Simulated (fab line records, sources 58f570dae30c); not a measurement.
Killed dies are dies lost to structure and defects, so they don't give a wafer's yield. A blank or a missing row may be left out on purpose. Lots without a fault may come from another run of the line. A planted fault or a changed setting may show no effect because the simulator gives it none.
fab line records | flow berkeley_cmos170
record lots=5 wafers=15 last_day=11
route steps=331 shown ZERO@11 NWELL@14 PWELL@34
lots that met no fault: from a run of the same line without faults
start_h: hours from the record's first day to the start of the lot's first wafer shown | wait_h: hours since the lot's step before | " the same as in the row above | L1.1+2: a row that stands for several wafers | - no value, or no start given | * or withheld: withheld | < > ~ a bound
route shown NAME@n: a module of which the file shows steps, and the number in the route of the first | usual: mean/standard deviation of fault-free wafers | same: alike in all rows | chamber/n: place in a boat | sites: the reading at each site | _std_site: their standard deviation | _edge_site: outer sites' mean less inner sites' | radius_mm: how far each site lies from the wafer's centre | mask NAME#n: copy n | behind: the tool/chamber that last shaped the wafer | hold: why the lot was held/for how many hours/how that ended | device: the transistor (n, p or np) that didn't switch | end of line: the same wafers' tests at the end of the route | a step without rows: its recipe alone | killed: dies lost to structure and defects at the first sort, not the wafer's yield | map: a wafer's dies, x killed, . not, _ none there
set.NAME: the setting as run; set.NAME@STEP: as run at that earlier step | model.NAME: the simulator's own value behind a step, which no gauge read
lots at some steps of the route; a table a step, a row a wafer
services: from which hour (start_h, from the record's first day; less than 0 if before it) a tool's chamber was out of use, for how many hours, and why
## steps
# step UCB170_ZERO_DEVELOP_05
# recipe developer=TMAH develop_time_s=45 resist=KrF dev_temp_c=21
# columns lot.wafer tool chamber start_h wait_h
L077.2+3+5 litho_track-02 0 - -
L080.2+4+5 litho_track-01 0 - -
L085.2+4+5 litho_track-01 0 - -
L092.1+2+6 litho_track-01 0 - -
L094.3+4+6 litho_track-04 0 - -
# step UCB170_ZERO_ETCH_06
# recipe chemistry=CHF3/CF4/Ar target=SiO2 time_s=12 pressure_mtorr=100 rf_w=500 CHF3_flow_sccm=50 cf4_flow_sccm=10 Ar_flow_sccm=120 over_etch_frac=1.58
# usual chamber_pressure_mTorr=100.01/0.092 drypump_motor_current_A=5.6/0.5 oes_product_au=0.614/0.0085 throttle_valve_pct=9.34/0.14
# columns lot.wafer tool chamber start_h wait_h chamber_pressure_mTorr drypump_motor_current_A oes_product_au rf_hours_counter_h throttle_valve_pct
L077.2 rie_diel-01 3 34.08 - 100.09 6.0 0.622 130 9.36
L077.3 " 1 " " 99.97 4.8 0.603 97 9.46
L077.5 " 3 " " 100.04 6.0 0.615 - 9.36
L080.2 rie_diel-01 1 48.40 - 100.23 4.9 0.604 98 9.45
L080.4 " 0 " " 100.03 5.2 0.619 148 9.37
L080.5 " 1 " " 100.12 4.9 0.603 - 9.46
L085.2 rie_diel-02 3 72.54 - 100.07 6.0 0.606 12 9.26
L085.4 " 2 " " 100.02 5.9 0.619 - 9.48
L085.5 " 3 " " 100.00 6.0 0.608 - 9.25
L092.1 rie_diel-04 3 108.67 - 99.90 4.9 0.616 127 9.27
L092.2 " 2 " " 100.09 6.4 0.609 120 9.52
L092.6 " 3 " " 100.01 4.9 0.608 - 9.27
L094.3 rie_diel-04 2 118.71 - 99.92 6.4 0.610 - 9.52
L094.4 " 3 " " 99.93 4.9 0.607 - 9.25
L094.6 " 2 " " 100.00 6.4 0.614 - 9.53
# step UCB170_ZERO_STRIP_07
# recipe chemistry=O2 power_w=400 pressure_mtorr=3500 platen_temp_c=withheld o2_flow_sccm=400 overash_fraction=0.5
# usual chamber_pressure_mTorr=3500/3.5 drypump_motor_current_A=5.8/0.44 oes_product_au=0.726/0.0045 strip_time_to_endpoint_s=21.48/0.07
# columns lot.wafer tool chamber start_h wait_h chamber_pressure_mTorr drypump_motor_current_A oes_product_au rf_hours_counter_h strip_time_to_endpoint_s
L077.2 plasma_asher-01 0 34.11 0.0 3503 5.1 0.730 33 21.43
L077.3 " 0 " " 3506 5.2 0.723 - 21.47
L077.5 " 1 " " 3504 5.5 0.726 - 21.46
L080.2 plasma_asher-02 0 48.42 0.0 3501 5.8 0.731 23 21.49
L080.4 " 1 " " 3500 6.5 0.729 - 21.51
L080.5 " 1 " " 3498 6.5 0.731 - 21.41
L085.2 plasma_asher-03 0 72.56 0.0 3497 6.0 0.726 36 21.36
L085.4 " 0 " " 3498 6.0 0.736 - 21.37
L085.5 " 0 " " 3499 6.0 0.729 - 21.42
L092.1 plasma_asher-03 0 108.71 0.0 3504 6.0 0.722 40 21.55
L092.2 " 1 " " 3502 5.5 0.721 40 21.51
L092.6 " 1 " " 3499 5.5 0.724 - 21.53
L094.3 plasma_asher-02 0 118.77 0.0 3499 5.8 0.732 - 21.48
L094.4 " 1 " " 3501 6.6 0.718 - 21.48
L094.6 " 0 " " 3497 5.8 0.722 - 21.51
# step UCB170_NWELL_WET_ETCH_00
# recipe chemistry=dHF dilution=25:1 target=SiO2 temp_c=25 time_s=200
# columns lot.wafer tool chamber start_h wait_h
L077.2+3+5 wet_bench-03 1 34.44 0.3
L080.2+4+5 wet_bench-04 0 48.62 0.2
L085.2+4+5 wet_bench-02 2 72.66 0.1
L092.1+2+6 wet_bench-04 1 108.81 0.1
L094.3+4+6 wet_bench-04 3 118.89 0.1
# step UCB170_NWELL_OXIDATION_01
# recipe temp_c=1000 ambient=O2 target_thk_a=264 ox_time_s=1260
# usual tube_center_temp_C=1000/0.088
# columns lot.wafer tool chamber start_h wait_h tube_center_temp_C
L077.2 furnace-02 0 35.31 0.8 999.97
L077.3 " 0 " " 1000.1
L077.5 " 0 " " 999.93
L080.2 furnace-04 0 51.19 2.5 1000.1
L080.4 " 0 " " 999.94
L080.5 " 0 " " 1000.1
L085.2 furnace-01 0 72.93 0.2 1000.1
L085.4 " 0 " " 999.92
L085.5 " 0 " " 1000.1
L092.1 furnace-04 0 110.54 1.7 1000
L092.2 " 0 " " 999.88
L092.6 " 0 " " 999.9
L094.3 furnace-04 0 123.88 4.9 1000.1
L094.4 " 0 " " 1000.1
L094.6 " 0 " " 999.99
# step UCB170_NWELL_THK_MEAS_02
# recipe reads=SiO2_of_NWELL_OXIDATION_01
# usual NWELL_OXIDE_THK=26.4/0.5
# columns lot.wafer tool chamber start_h wait_h NWELL_OXIDE_THK[nm]
L077.2 film_metro-03 - 36.67 0.0 26.6
L077.3 " - " " 26.2
L077.5 " - " " 26.6
L080.2 film_metro-01 - 52.55 0.0 26.0
L080.4 " - " " 25.7
L080.5 " - " " 26.0
L085.2 film_metro-01 - 74.29 0.0 27.3
L085.4 " - " " 27.3
L085.5 " - " " 27.0
L092.1 film_metro-04 - 111.89 0.0 25.9
L092.2 " - " " 26.6
L092.6 " - " " 25.8
L094.3 film_metro-03 - 125.25 0.0 26.0
L094.4 " - " " 25.5
L094.6 " - " " 26.1
# step UCB170_NWELL_ANNEAL_03
# recipe temp_c=1000 time_s=900 ambient=N2
# usual tube_center_temp_C=1000.0/0.1
# columns lot.wafer tool chamber start_h wait_h tube_center_temp_C
L077.2 furnace-01 0 36.92 0.2 999.87
L077.3 " 0 " " 1000.2
L077.5 " 0 " " 999.96
L080.2 furnace-02 0 58.95 6.4 999.89
L080.4 " 0 " " 1000.0
L080.5 " 0 " " 999.97
L085.2 furnace-04 0 77.38 3.1 1000.0
L085.4 " 0 " " 1000.1
L085.5 " 0 " " 999.94
L092.1 furnace-01 0 115.38 3.5 1000.1
L092.2 " 0 " " 999.84
L092.6 " 0 " " 999.80
L094.3 furnace-04 0 129.57 4.3 999.83
L094.4 " 0 " " 999.86
L094.6 " 0 " " 999.99
# step UCB170_NWELL_CVD_04
# recipe material=Si3N4 target_thk_nm=224 temp_c=800 precursor=SiH2Cl2/NH3 time_s=3360 pressure_mtorr=200 sih2cl2_flow_sccm=25 nh3_flow_sccm=75
# columns lot.wafer tool chamber start_h wait_h
L077.2+3+5 lpcvd-01 0 39.40 1.2
L080.2+4+5 lpcvd-02 1 60.71 0.5
L085.2+4+5 lpcvd-01 1 79.23 0.6
L092.1+2+6 lpcvd-01 1 118.91 2.3
L094.3+4+6 lpcvd-01 0 130.83 0.0
# step UCB170_NWELL_THK_MEAS_05
# recipe reads=Si3N4_of_NWELL_CVD_04
# usual NWELL_NITRIDE_THK=224.0/2.5
# columns lot.wafer tool chamber start_h wait_h NWELL_NITRIDE_THK[nm]
L077.2 film_metro-01 - 41.34 0.0 220.6
L077.3 " - " " 221.5
L077.5 " - " " 221.6
L080.2 film_metro-01 - 62.66 0.0 228.3
L080.4 " - " " 231.6
L080.5 " - " " 230.0
L085.2 film_metro-01 - 81.17 0.0 222.2
L085.4 " - " " 225.1
L085.5 " - " " 224.8
L092.1 film_metro-04 - 120.85 0.0 224.4
L092.2 " - " " 225.1
L092.6 " - " " 225.4
L094.3 film_metro-03 - 132.78 0.0 220.6
L094.4 " - " " 221.9
L094.6 " - " " 220.9
# step UCB170_NWELL_HMDS_06
# recipe prime_time_s=60 prime_temp_c=100
# columns lot.wafer tool chamber start_h wait_h
L077.2+3+5 litho_track-02 0 41.41 0.1
L080.2+4+5 litho_track-01 0 63.64 1.0
L085.2+4+5 litho_track-02 0 81.24 0.1
L092.1+2+6 litho_track-03 0 120.91 0.1
L094.3+4+6 litho_track-03 0 132.87 0.1
# step UCB170_NWELL_COAT_07
# recipe resist=KrF spin_rpm=1500 resist_thk_nm=900
# columns lot.wafer tool chamber start_h wait_h
L077.2+3+5 litho_track-02 0 41.56 0.1
L080.2+4+5 litho_track-01 0 63.79 0.1
L085.2+4+5 litho_track-02 0 81.39 0.1
L092.1+2+6 litho_track-03 0 121.06 0.1
L094.3+4+6 litho_track-03 0 133.02 0.1
# step UCB170_NWELL_SOFTBAKE_08
# recipe resist=KrF temp_c=130 time_s=60
# columns lot.wafer tool chamber start_h wait_h
L077.2+3+5 litho_track-02 0 41.71 0.1
L080.2+4+5 litho_track-01 0 63.94 0.1
L085.2+4+5 litho_track-02 0 81.54 0.1
L092.1+2+6 litho_track-03 0 121.21 0.1
L094.3+4+6 litho_track-03 0 133.17 0.1
# step UCB170_NWELL_EXPOSE_09
# recipe mask_id=NWELL target_cd_nm=3000 na=0.5 sigma_outer=0.6 source_shape=conventional dose_mj=25
# usual exposure_dose_mJ_cm2=24.999/0.025
# same na=0.5
# columns lot.wafer tool chamber start_h wait_h mask exposure_dose_mJ_cm2
L077.2 krf_scanner-01 0 41.86 0.1 NWELL#0 24.990
L077.3 " 0 " " NWELL#0 24.983
L077.5 " 0 " " NWELL#0 24.975
L080.2 krf_scanner-01 0 64.30 0.3 NWELL#0 25.011
L080.4 " 0 " " NWELL#0 25.039
L080.5 " 0 " " NWELL#0 25.029
L085.2 krf_scanner-01 0 81.69 0.1 NWELL#0 24.977
L085.4 " 0 " " NWELL#0 24.980
L085.5 " 0 " " NWELL#0 25.034
L092.1 krf_scanner-01 0 121.36 0.1 NWELL#0 24.989
L092.2 " 0 " " NWELL#0 25.034
L092.6 " 0 " " NWELL#0 25.049
L094.3 krf_scanner-02 0 133.31 0.1 NWELL#0 24.960
L094.4 " 0 " " NWELL#0 24.997
L094.6 " 0 " " NWELL#0 24.978
# step UCB170_NWELL_PEB_10
# recipe peb_temp_c=130 peb_time_s=withheld resist=KrF
# columns lot.wafer tool chamber start_h wait_h
L077.2+3+5 litho_track-02 0 42.31 0.4
L080.2+4+5 litho_track-03 0 64.81 0.5
L085.2+4+5 litho_track-03 0 81.81 0.1
L092.1+2+6 litho_track-03 0 121.47 0.1
L094.3+4+6 litho_track-03 0 133.44 0.1
# step UCB170_NWELL_DEVELOP_11
# recipe developer=TMAH develop_time_s=45 resist=KrF dev_temp_c=21
# columns lot.wafer tool chamber start_h wait_h
L077.2+3+5 litho_track-02 0 - -
L080.2+4+5 litho_track-03 0 - -
L085.2+4+5 litho_track-03 0 - -
L092.1+2+6 litho_track-03 0 - -
L094.3+4+6 litho_track-03 0 - -
# step UCB170_NWELL_OVL_MEAS_12
# usual NWELL_OVL=-5/6
# columns lot.wafer tool chamber start_h wait_h NWELL_OVL[nm]
L077.2 overlay-02 - 42.57 - -14
L077.3 " - " " -14
L077.5 " - " " -4
L080.2 overlay-01 - 65.06 - -11
L080.4 " - " " -14
L080.5 " - " " -1
L085.2 overlay-02 - 82.07 - -4
L085.4 " - " " -2
L085.5 " - " " -9
L092.1 overlay-01 - 121.75 - 4
L092.2 " - " " 2
L092.6 " - " " -12
L094.3 overlay-01 - 133.68 - -5
L094.4 " - " " -13
L094.6 " - " " -10
# step UCB170_NWELL_ETCH_13
# recipe chemistry=CH3F/Ar/O2 target=Si3N4 stop_on=SiO2 CH3F_flow_sccm=20 Ar_flow_sccm=50 O2_flow_sccm=7 pressure_mtorr=50 rf_w=434 target_depth_a=2464 over_etch_frac=0.1 time_s=154
# usual chamber_pressure_mTorr=49.99/0.047 drypump_motor_current_A=5.5/0.48 oes_product_au=0.935/0.013 throttle_valve_pct=8.14/0.13
# columns lot.wafer tool chamber start_h wait_h chamber_pressure_mTorr drypump_motor_current_A oes_product_au rf_hours_counter_h throttle_valve_pct
L077.2 rie_diel-03 2 42.60 0.0 49.93 5.7 0.926 81 8.24
L077.3 " 3 " " 50.01 5.5 0.932 157 7.84
L077.5 " 0 " " 49.92 6.0 0.942 - 7.96
L080.2 rie_diel-01 2 65.09 0.0 49.94 5.1 0.960 54 8.22
L080.4 " 0 " " 49.98 5.2 0.952 149 8.17
L080.5 " 1 " " 49.93 4.8 0.930 - 8.27
L085.2 rie_diel-03 2 82.10 0.0 50.01 5.7 0.932 83 8.23
L085.4 " 0 " " 50.05 6.0 0.944 146 7.97
L085.5 " 2 " " 49.93 5.7 0.935 - 8.23
L092.1 rie_diel-01 0 121.79 0.0 50.09 5.2 0.937 153 8.18
L092.2 " 3 " " 50.04 6.0 0.943 135 8.16
L092.6 " 2 " " 49.98 5.1 0.946 - 8.21
L094.3 rie_diel-03 1 133.70 0.0 50.02 5.9 0.906 4 7.89
L094.4 " 2 " " 49.99 5.7 0.931 86 8.24
L094.6 " 1 " " 49.95 5.9 0.909 - 7.88
# step UCB170_NWELL_IMPLANT_14
# recipe species=P dose_cm2=1e+13 energy_kev=150 tilt_deg=7
# columns lot.wafer tool chamber start_h wait_h
L077.2+3+5 implanter-03 0 42.73 0.1
L080.2+4+5 implanter-02 0 65.22 0.1
L085.2+4+5 implanter-02 0 82.22 0.1
L092.1+2+6 implanter-04 0 121.89 0.1
L094.3+4+6 implanter-03 0 133.85 0.1
# step UCB170_NWELL_STRIP_15
# recipe chemistry=O2 power_w=400 pressure_mtorr=3500 platen_temp_c=withheld o2_flow_sccm=400 overash_fraction=0.5
# usual chamber_pressure_mTorr=3500/3.4 drypump_motor_current_A=5.7/0.5 oes_product_au=0.721/0.0049 strip_time_to_endpoint_s=18.09/0.075
# columns lot.wafer tool chamber start_h wait_h chamber_pressure_mTorr drypump_motor_current_A oes_product_au rf_hours_counter_h strip_time_to_endpoint_s
L077.2 plasma_asher-01 0 42.85 0.1 3500 5.1 0.729 33 17.88
L077.3 " 1 " " 3502 5.5 0.721 - 17.96
L077.5 " 0 " " 3499 5.1 0.720 - 18.03
L080.2 plasma_asher-04 1 65.34 0.1 3501 5.3 0.719 35 18.10
L080.4 " 0 " " 3497 6.3 0.728 - 18.09
L080.5 " 1 " " 3497 5.3 0.715 - 18.09
L085.2 plasma_asher-01 1 82.35 0.1 3499 5.5 0.714 38 17.94
L085.4 " 1 " " 3495 5.5 0.710 - 18.06
L085.5 " 0 " " 3503 5.1 0.721 - 18.01
L092.1 plasma_asher-01 0 122.04 0.1 3503 5.1 0.720 43 18.06
L092.2 " 1 " " 3493 5.5 0.722 43 18.05
L092.6 " 1 " " 3499 5.5 0.723 - 18.16
L094.3 plasma_asher-01 1 133.99 0.1 3497 5.5 0.714 - 18.05
L094.4 " 0 " " 3500 5.1 0.714 - 18.03
L094.6 " 0 " " 3496 5.1 0.723 - 18.09
# step UCB170_NWELL_TW_MEAS_16
# usual NWELL_TW=1250/8.4
# columns lot.wafer tool chamber start_h wait_h NWELL_TW
L077.2 film_metro-04 - 42.96 0.1 1250
L077.3 " - " " 1252
L077.5 " - " " 1251
L080.2 film_metro-03 - 65.45 0.1 1256
L080.4 " - " " 1255
L080.5 " - " " 1250
L085.2 film_metro-01 - 82.46 0.1 1243
L085.4 " - " " 1235
L085.5 " - " " 1240
L092.1 film_metro-04 - 122.14 0.1 1251
L092.2 " - " " 1260
L092.6 " - " " 1259
L094.3 film_metro-03 - 134.07 0.1 1251
L094.4 " - " " 1254
L094.6 " - " " 1256
# step UCB170_NWELL_CLEAN_17
# recipe chemistry=SPM temp_c=120 time_s=600
# columns lot.wafer tool chamber start_h wait_h
L077.2+3+5 wet_bench-04 2 43.01 0.0
L080.2+4+5 wet_bench-03 3 67.09 1.6
L085.2+4+5 wet_bench-02 1 82.51 0.0
L092.1+2+6 wet_bench-02 2 122.20 0.1
L094.3+4+6 wet_bench-04 1 134.11 0.0
# step UCB170_NWELL_WET_ETCH_18
# recipe chemistry=H3PO4 target=Si3N4 temp_c=160 time_s=14400
# columns lot.wafer tool chamber start_h wait_h
L077.2+3+5 wet_bench-03 0 43.20 0.0
L080.2+4+5 wet_bench-02 2 67.30 0.0
L085.2+4+5 wet_bench-03 3 82.68 0.0
L092.1+2+6 wet_bench-03 2 122.37 0.0
L094.3+4+6 wet_bench-04 0 134.29 0.0
# step UCB170_NWELL_WET_ETCH_19
# recipe chemistry=BOE dilution=5:1 target=SiO2 temp_c=25 time_s=22
# columns lot.wafer tool chamber start_h wait_h
L077.2+3+5 wet_bench-02 2 47.57 0.4
L080.2+4+5 wet_bench-04 2 71.77 0.1
L085.2+4+5 wet_bench-03 3 86.96 0.3
L092.1+2+6 wet_bench-03 2 130.44 0.1
L094.3+4+6 wet_bench-02 2 138.30 0.0
# step UCB170_PWELL_CLEAN_00
# recipe chemistry=SPM temp_c=120 time_s=600
# columns lot.wafer tool chamber start_h wait_h
L077.2+3+5 wet_bench-04 1 47.93 0.3
L080.2+4+5 wet_bench-04 0 71.80 0.0
L085.2+4+5 wet_bench-02 2 87.16 0.2
L092.1+2+6 wet_bench-03 0 130.47 0.0
L094.3+4+6 wet_bench-02 0 138.31 0.0
# step UCB170_PWELL_CLEAN_01
# recipe chemistry=dHF dilution=25:1 time_s=60
# columns lot.wafer tool chamber start_h wait_h
L077.2+3+5 wet_bench-04 1 48.18 0.1
L080.2+4+5 wet_bench-04 0 71.98 0.0
L085.2+4+5 wet_bench-02 0 87.86 0.5
L092.1+2+6 wet_bench-03 1 130.82 0.0
L094.3+4+6 wet_bench-02 2 138.66 0.2
# step UCB170_PWELL_OXIDATION_02
# recipe temp_c=1000 ambient=O2 target_thk_a=264 ox_time_s=1260
# usual tube_center_temp_C=1000/0.086
# columns lot.wafer tool chamber start_h wait_h tube_center_temp_C
L077.2 furnace-03 0 51.70 3.5 999.94
L077.3 " 0 " " 1000
L077.5 " 0 " " 1000.1
L080.2 furnace-03 0 74.71 2.7 1000
L080.4 " 0 " " 1000.1
L080.5 " 0 " " 1000.2
L085.2 furnace-01 0 88.31 0.4 999.89
L085.4 " 0 " " 999.96
L085.5 " 0 " " 999.99
L092.1 furnace-03 0 134.10 3.2 1000.1
L092.2 " 0 " " 1000.2
L092.6 " 0 " " 999.97
L094.3 furnace-02 0 141.17 2.5 999.99
L094.4 " 0 " " 999.94
L094.6 " 0 " " 999.99
# step UCB170_PWELL_THK_MEAS_03
# recipe reads=SiO2_of_PWELL_OXIDATION_02
# usual PWELL_OXIDE_THK=26.4/0.59
# columns lot.wafer tool chamber start_h wait_h PWELL_OXIDE_THK[nm]
L077.2 film_metro-04 - 53.06 0.0 26.3
L077.3 " - " " 26.4
L077.5 " - " " 26.9
L080.2 film_metro-02 - 76.07 0.0 27.0
L080.4 " - " " 26.9
L080.5 " - " " 26.8
L085.2 film_metro-03 - 89.67 0.0 27.4
L085.4 " - " " 27.4
L085.5 " - " " 26.8
L092.1 film_metro-04 - 135.45 0.0 26.2
L092.2 " - " " 26.6
L092.6 " - " " 26.8
L094.3 film_metro-03 - 142.54 0.0 25.7
L094.4 " - " " 25.5
L094.6 " - " " 25.3
# step UCB170_PWELL_ANNEAL_04
# recipe temp_c=1000 time_s=900 ambient=N2
# usual tube_center_temp_C=1000/0.096
# columns lot.wafer tool chamber start_h wait_h tube_center_temp_C
L077.2 furnace-03 0 57.55 4.5 999.95
L077.3 " 0 " " 999.94
L077.5 " 0 " " 999.9
L080.2 furnace-02 0 81.38 5.3 999.88
L080.4 " 0 " " 999.88
L080.5 " 0 " " 1000.1
L085.2 furnace-02 0 91.07 1.4 999.9
L085.4 " 0 " " 1000.3
L085.5 " 0 " " 1000.1
L092.1 furnace-02 0 137.23 1.8 999.95
L092.2 " 0 " " 1000.2
L092.6 " 0 " " 999.99
L094.3 furnace-03 0 145.86 3.3 999.97
L094.4 " 0 " " 999.88
L094.6 " 0 " " 1000
# step UCB170_PWELL_CVD_05
# recipe material=Si3N4 target_thk_nm=220 temp_c=800 precursor=SiH2Cl2/NH3 time_s=3300 pressure_mtorr=200 sih2cl2_flow_sccm=25 nh3_flow_sccm=75
# columns lot.wafer tool chamber start_h wait_h
L077.2+3+5 lpcvd-02 0 58.80 0.0
L080.2+4+5 lpcvd-02 1 82.63 0.0
L085.2+4+5 lpcvd-02 0 93.19 0.9
L092.1+2+6 lpcvd-01 0 138.65 0.2
L094.3+4+6 lpcvd-01 1 147.11 0.0
# step UCB170_PWELL_THK_MEAS_06
# recipe reads=Si3N4_of_PWELL_CVD_05
# usual PWELL_NITRIDE_THK=220.6/2
# columns lot.wafer tool chamber start_h wait_h PWELL_NITRIDE_THK[nm]
L077.2 film_metro-03 - 60.72 0.0 223.3
L077.3 " - " " 223.2
L077.5 " - " " 224.8
L080.2 film_metro-04 - 84.56 0.0 221.0
L080.4 " - " " 224.7
L080.5 " - " " 222.1
L085.2 film_metro-04 - 96.07 0.0 220.7
L085.4 " - " " 220.2
L085.5 " - " " 218.9
L092.1 film_metro-03 - 140.57 0.0 223.1
L092.2 " - " " 221.9
L092.6 " - " " 222.7
L094.3 film_metro-02 - 149.05 0.0 222.4
L094.4 " - " " 220.2
L094.6 " - " " 222.9
# step UCB170_PWELL_HMDS_07
# recipe prime_time_s=60 prime_temp_c=100
# columns lot.wafer tool chamber start_h wait_h
L077.2+3+5 litho_track-01 0 60.84 0.1
L080.2+4+5 litho_track-04 0 84.63 0.1
L085.2+4+5 litho_track-01 0 96.85 0.8
L092.1+2+6 litho_track-04 0 140.79 0.2
L094.3+4+6 litho_track-01 0 149.26 0.2
# step UCB170_PWELL_COAT_08
# recipe resist=KrF spin_rpm=1500 resist_thk_nm=900
# columns lot.wafer tool chamber start_h wait_h
L077.2+3+5 litho_track-01 0 60.99 0.1
L080.2+4+5 litho_track-04 0 84.78 0.1
L085.2+4+5 litho_track-01 0 97.00 0.1
L092.1+2+6 litho_track-04 0 140.94 0.1
L094.3+4+6 litho_track-01 0 149.41 0.1
## services
# columns tool chamber start_h hours kind
implanter-02 - 11.56 5.0 pm
rie_diel-01 0 16.26 4.5 repair
furnace-03 - 18.99 3.0 pm
rie_diel-04 2 22.52 5.6 repair
rie_diel-04 3 22.95 31.9 repair
rie_diel-01 3 27.20 3.7 repair
krf_scanner-01 - 28.62 1.3 pm
implanter-03 - 30.41 10.0 repair
rie_diel-03 3 35.35 2.1 repair
wet_bench-03 - 40.79 0.5 repair
krf_scanner-01 - 57.13 0.2 repair
krf_scanner-01 - 62.37 1.0 pm
implanter-02 - 68.79 2.1 repair
krf_scanner-01 - 87.38 0.8 pm
rie_diel-04 - 92.21 0.2 repair
furnace-01 - 99.41 3.1 pm
rie_diel-04 1 108.63 6.2 repair
furnace-04 - 113.14 2.7 pm
lpcvd-02 - 113.46 6.0 pm
rie_diel-04 1 115.04 8.9 repair
furnace-01 - 120.56 3.6 pm
furnace-01 - 124.19 4.0 pm
lpcvd-02 - 126.14 6.1 pm
rie_diel-03 2 140.15 7.9 repair
## key
fault none
